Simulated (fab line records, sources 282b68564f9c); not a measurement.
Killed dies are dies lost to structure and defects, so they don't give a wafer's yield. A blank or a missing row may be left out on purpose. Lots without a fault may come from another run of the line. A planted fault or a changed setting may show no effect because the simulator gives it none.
Tool commonality check | flow rit_cmos | 15 lots, 45 wafers sampled

WHY IT WAS OPENED
At RIT_GATE_THK_MEAS_07 the reading GATE_OXIDE_THK is flagged on 3 of 15 lots. Wafers without a fault read 3.00 nm, standard deviation 0.062.
Rule: a lot is flagged when every wafer of it that has a number lies more than 4 standard deviations from that mean, or none has a number. The other lots count as sound.

lot  | measured    | on            | GATE_OXIDE_THK (nm), wafer by wafer | flag
L526 | day 2 16:02 | film_metro-03 | 2.90 2.94 2.93                      |
L527 | day 2 20:50 | film_metro-01 | 3.03 3.05 2.96                      |
L528 | day 3 05:23 | film_metro-03 | 3.02 3.05 3.05                      |
L529 | day 3 05:38 | film_metro-04 | 2.87 2.94 2.94                      |
L531 | day 3 16:47 | film_metro-03 | 2.91 2.98 2.88                      |
L532 | day 3 20:37 | film_metro-04 | 3.49 3.48 3.38                      | FLAGGED
L533 | day 4 02:26 | film_metro-01 | 3.45 3.48 3.48                      | FLAGGED
L535 | day 4 11:53 | film_metro-01 | 3.04 2.99 3.00                      |
L536 | day 4 16:58 | film_metro-01 | 3.38 3.46 3.40                      | FLAGGED
L543 | day 6 03:54 | film_metro-03 | 2.97 2.97 2.97                      |
L544 | day 6 09:04 | film_metro-01 | 3.02 3.04 3.00                      |
L545 | day 6 14:01 | film_metro-01 | 3.05 3.09 3.07                      |
L546 | day 6 18:35 | film_metro-03 | 2.97 3.03 3.03                      |
L547 | day 6 23:17 | film_metro-04 | 2.91 2.94 2.96                      |
L548 | day 7 06:36 | film_metro-03 | 2.99 3.04 3.08                      |
The numbers of the flagged lots are 3.44 nm on average: +0.44 nm against the usual, or +7 standard deviations.

WHICH TOOL RAN EACH LOT
The record holds 1 process step before the reading, out of a route of 202 steps. In each cell: the tool, then ch and the chambers that the sampled wafers went through, then the start.
lot  | flag    | RIT_GATE_OXIDATION_05
L526 |         | furnace-03 ch 0, day 2 14:43
L527 |         | furnace-02 ch 0, day 2 19:31
L528 |         | furnace-04 ch 0, day 3 03:20
L529 |         | furnace-02 ch 0, day 3 04:03
L531 |         | furnace-02 ch 0, day 3 15:27
L532 | FLAGGED | furnace-02 ch 0, day 3 19:16
L533 | FLAGGED | furnace-02 ch 0, day 3 23:48
L535 |         | furnace-04 ch 0, day 4 09:50
L536 | FLAGGED | furnace-02 ch 0, day 4 15:38
L543 |         | furnace-04 ch 0, day 6 01:51
L544 |         | furnace-04 ch 0, day 6 07:44
L545 |         | furnace-04 ch 0, day 6 12:41
L546 |         | furnace-03 ch 0, day 6 17:16
L547 |         | furnace-02 ch 0, day 6 21:58
L548 |         | furnace-04 ch 0, day 7 05:16
What these steps do:
- RIT_GATE_OXIDATION_05: target thk 3 nm, ox time 270 s.
- RIT_GATE_THK_MEAS_07

FLAGGED OVER TOTAL, TOOL BY TOOL (the gauges that took the reading come last)
step                  | tool          | lots run | flagged | share of the flagged lots | sound lots run after its first flagged lot
RIT_GATE_OXIDATION_05 | furnace-02    | 7        | 3       | all                       | 1 (L547)
RIT_GATE_OXIDATION_05 | furnace-03    | 2        | 0       | none                      | -
RIT_GATE_OXIDATION_05 | furnace-04    | 6        | 0       | none                      | -
RIT_GATE_THK_MEAS_07  | film_metro-01 | 6        | 2       | some                      | 3 (L535,L544,L545)
RIT_GATE_THK_MEAS_07  | film_metro-03 | 6        | 0       | none                      | -
RIT_GATE_THK_MEAS_07  | film_metro-04 | 3        | 1       | some                      | 1 (L547)

WHAT THE TABLE ALLOWS
1 row of the table ran every flagged lot: furnace-02 at RIT_GATE_OXIDATION_05.
- furnace-02 at RIT_GATE_OXIDATION_05: 3 of its 7 lots flagged. Sound lots ran on it after the first flagged one (L547), which a lasting fault on the whole tool wouldn't allow.
No row of the table ran every flagged lot and no sound lot after the first.

WHAT THE SIMULATOR HAD PUT IN
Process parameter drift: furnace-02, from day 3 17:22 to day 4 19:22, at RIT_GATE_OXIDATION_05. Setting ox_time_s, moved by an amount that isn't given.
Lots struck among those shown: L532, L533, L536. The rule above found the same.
